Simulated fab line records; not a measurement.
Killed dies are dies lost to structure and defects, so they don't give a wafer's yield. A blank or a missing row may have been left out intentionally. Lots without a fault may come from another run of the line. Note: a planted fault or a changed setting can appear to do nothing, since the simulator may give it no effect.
Chamber matching :: flow rit_cmos :: RIT_ACTIVE_ETCH_13 on rie_diel-04: 4 sister chambers
The step etches Si3N4 in SF6, stops on SiO2, time 210 s, target depth 210 nm. 8 wafers are shown with their chamber, then 7 later ones without.

## EACH WAFER AND ITS CHAMBER
wafer: L143.2
chamber: 2
throttle_valve_pct (%): 7.45
drypump_motor_current_A (A): 6.4

wafer: L150.4
chamber: 1
throttle_valve_pct (%): 7.61
drypump_motor_current_A (A): 5.7

wafer: L153.4
chamber: 0
throttle_valve_pct (%): 7.58
drypump_motor_current_A (A): 6.3

wafer: L154.1
chamber: 3
throttle_valve_pct (%): 7.56
drypump_motor_current_A (A): 5.5

wafer: L154.2
chamber: 0
throttle_valve_pct (%): 7.58
drypump_motor_current_A (A): 6.3

wafer: L154.6
chamber: 2
throttle_valve_pct (%): 7.46
drypump_motor_current_A (A): 6.3

wafer: L155.2
chamber: 1
throttle_valve_pct (%): 7.63
drypump_motor_current_A (A): 5.8

wafer: L155.4
chamber: 3
throttle_valve_pct (%): 7.58
drypump_motor_current_A (A): 5.5

## WAFERS WHOSE CHAMBER IS MISSING
wafer: L155.5
throttle_valve_pct (%): 7.61
drypump_motor_current_A (A): 5.7

wafer: L157.2
throttle_valve_pct (%): 7.63
drypump_motor_current_A (A): 5.7

wafer: L157.3
throttle_valve_pct (%): 7.45
drypump_motor_current_A (A): 6.3

wafer: L157.6
throttle_valve_pct (%): 7.57
drypump_motor_current_A (A): 5.5

wafer: L165.2
throttle_valve_pct (%): 7.63
drypump_motor_current_A (A): 5.7

wafer: L165.4
throttle_valve_pct (%): 7.59
drypump_motor_current_A (A): 6.3

wafer: L165.5
throttle_valve_pct (%): 7.55
drypump_motor_current_A (A): 5.5

## WHICH CHAMBER EACH WENT THROUGH
wafer: L155.5
from the rows above: 1
in truth: 1

wafer: L157.2
from the rows above: 1
in truth: 1

wafer: L157.3
from the rows above: 2
in truth: 2

wafer: L157.6
from the rows above: 3
in truth: 3

wafer: L165.2
from the rows above: 1
in truth: 1

wafer: L165.4
from the rows above: 0
in truth: 0

wafer: L165.5
from the rows above: 3
in truth: 3
Correctly placed: 7 of 7. Left unplaced by these rows: 0. Wrongly placed: 0.
How it was worked out, from the rows above alone: a wafer's distance from a chamber is the root of the sum, over the readings, of the square of ((its reading less the chamber's mean) divided by the reading's scatter). The wafer belongs to the nearest chamber; if the next one is less than 2 further off, it can't be placed. The mean given for a chamber averages the wafers shown for that chamber. The scatter: take each reading less its chamber's mean, square it, sum over the shown wafers, divide by the number of wafers less the number of chambers, and take the root.
